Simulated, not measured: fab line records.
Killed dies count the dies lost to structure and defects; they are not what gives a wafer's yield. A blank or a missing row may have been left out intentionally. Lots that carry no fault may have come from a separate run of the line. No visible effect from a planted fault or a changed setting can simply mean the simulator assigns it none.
Which tool did it? || flow berkeleyCmos170 || Sampling: 7 lots, 21 wafers, 3 of 331 route steps

## WHAT EACH GAUGE READ, for each wafer
UCB170_GATE_THK_MEAS_02.
{"lot": "L159", "measured": "day 6 09:12", "on": "filmMetro-04", "GATE_OXIDE_THK (nm)": "6.23 6.38 6.10"}
{"lot": "L162", "measured": "day 7 04:34", "on": "filmMetro-03", "GATE_OXIDE_THK (nm)": "6.25 6.38 6.21"}
{"lot": "L166", "measured": "day 7 23:10", "on": "filmMetro-02", "GATE_OXIDE_THK (nm)": "6.15 6.09 6.29"}
{"lot": "L167", "measured": "day 7 23:10", "on": "filmMetro-03", "GATE_OXIDE_THK (nm)": "6.04 6.18 6.17"}
{"lot": "L170", "measured": "day 8 20:49", "on": "filmMetro-02", "GATE_OXIDE_THK (nm)": "6.27 6.21 6.26"}
{"lot": "L173", "measured": "day 9 06:03", "on": "filmMetro-02", "GATE_OXIDE_THK (nm)": "6.17 6.20 6.15"}
{"lot": "L176", "measured": "day 10 04:34", "on": "filmMetro-04", "GATE_OXIDE_THK (nm)": "6.18 6.15 6.33"}

## TOOL THAT RAN EACH LOT (tool first, then ch and the chambers of the sampled wafers, then the start)
{"lot": "L159", "UCB170_PWELL_IMPLANT_15": "implanter-03 ch 0, day 3 07:56", "UCB170_PFIELD_STRIP_08": "plasmaAsher-01 ch 0,1, day 4 18:08"}
{"lot": "L162", "UCB170_PWELL_IMPLANT_15": "implanter-03 ch 0, day 3 22:42", "UCB170_PFIELD_STRIP_08": "plasmaAsher-04 ch 0,1, day 5 09:10"}
{"lot": "L166", "UCB170_PWELL_IMPLANT_15": "implanter-04 ch 0, day 4 22:28", "UCB170_PFIELD_STRIP_08": "plasmaAsher-03 ch 0,1, day 6 11:05"}
{"lot": "L167", "UCB170_PWELL_IMPLANT_15": "implanter-03 ch 0, day 5 05:15", "UCB170_PFIELD_STRIP_08": "plasmaAsher-03 ch 1, day 6 10:48"}
{"lot": "L170", "UCB170_PWELL_IMPLANT_15": "implanter-01 ch 0, day 5 23:10", "UCB170_PFIELD_STRIP_08": "plasmaAsher-03 ch 0,1, day 7 12:38"}
{"lot": "L173", "UCB170_PWELL_IMPLANT_15": "implanter-01 ch 0, day 6 16:41", "UCB170_PFIELD_STRIP_08": "plasmaAsher-03 ch 0,1, day 7 22:15"}
{"lot": "L176", "UCB170_PWELL_IMPLANT_15": "implanter-01 ch 0, day 7 10:17", "UCB170_PFIELD_STRIP_08": "plasmaAsher-03 ch 0, day 8 17:20"}
- UCB170_PWELL_IMPLANT_15
- UCB170_PFIELD_STRIP_08: strips in O2.

## THE ANSWER, worked out from the rows above alone
Rule: usual is defined by the lots themselves. Put in order of their means at a reading, lots are off if they are a third of the lots or fewer, leave a main group of 4 or more, and stand apart from it by a gap of 3 or more times the standard deviation of the main group's means; of several such gaps the widest counts. A main group is skipped when, at the precision printed for the reading in the tables above, its means are all equal. A lot without any number at a reading at which 4 lots or more have one is off too. Where the step has rows for the other lots, those lots are counted as sound.
No lot is off at any reading shown: from this, nothing can be told.

## WHAT THE SIMULATOR HAD INSERTED
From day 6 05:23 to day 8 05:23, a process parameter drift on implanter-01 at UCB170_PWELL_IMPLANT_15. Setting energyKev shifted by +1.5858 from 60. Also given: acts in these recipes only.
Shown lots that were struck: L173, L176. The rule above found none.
